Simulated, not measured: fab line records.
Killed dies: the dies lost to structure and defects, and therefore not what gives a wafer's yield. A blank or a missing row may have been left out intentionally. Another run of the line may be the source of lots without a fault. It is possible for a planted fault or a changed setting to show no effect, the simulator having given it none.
A single fault, viewed from 2 desks | flow rit cmos | every desk sees just its own numbers, and what lay behind them comes last

## DESK OF THE TOOL OWNER: plasma asher-01
The tool's own readings at RIT_CONTACT_STRIP_12 (strips in O2, time 180 s): means of the sampled wafers that have a number, for each lot that ran on this tool. The brackets show how far a lot's mean lies from the usual mean; more than 4 standard deviations puts the lot out of limits, marked OUT.
Columns: A = drypump motor current A at RIT_CONTACT_STRIP_12, usual 5.5 A; B = run length s at RIT_CONTACT_STRIP_12, usual 208.1 s
lot  | first seen here | A   | B
L584 | day 6 07:33     | 5.9 | 226.8 (+38) OUT
L585 | day 6 12:10     | 5.6 | 245.7 (+77) OUT
This desk's finding: out of limits on L584, L585; first on L584, day 6 07:33 (run length s at RIT_CONTACT_STRIP_12). In limits: none.

## THE METROLOGY DESK
Means of the sampled wafers that have a number, per lot and without regard to the tool the lot ran on: this is what the gauges read. The brackets show how far a lot's mean lies from the usual mean; more than 4 standard deviations puts the lot out of limits, marked OUT.
Columns: A = FOX2_OXIDE_THK at RIT_FOX2_THK_MEAS_01, usual 350 nm
lot  | first seen here | A
L569 | day 1 19:28     | 353
L570 | day 2 00:13     | 361
L571 | day 2 04:23     | 353
L572 | day 2 10:05     | 355
L573 | day 2 14:20     | 354
L574 | day 2 19:31     | 351
L575 | day 3 00:30     | 346
L576 | day 3 05:28     | 347
L584 | day 4 21:26     | 346
L585 | day 5 02:29     | 350
L588 | day 5 19:10     | 337
L589 | day 5 22:31     | 355
L590 | day 6 09:02     | 349
L591 | day 6 10:22     | 350
Result from this desk: across the 14 lots, nothing is out of limits.

## BROUGHT TOGETHER
At day 6 07:33, on L584, L585, the tool owner's desk was in a position to raise an alarm.
The metrology desk saw nothing out of limits.
The metrology desk has L584, L585 on record, within its limits.
The lots listed all ran RIT_CONTACT_STRIP_12 on plasma asher-01.

## WHAT THE SIMULATOR HAD PUT IN
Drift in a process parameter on plasma asher-01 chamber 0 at RIT_CONTACT_STRIP_12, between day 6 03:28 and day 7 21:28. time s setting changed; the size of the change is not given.
Lots struck among those shown: L584, L585.
Time in hours from fault onset to the first out-of-limits reading at each desk: the tool owner's desk, 4.
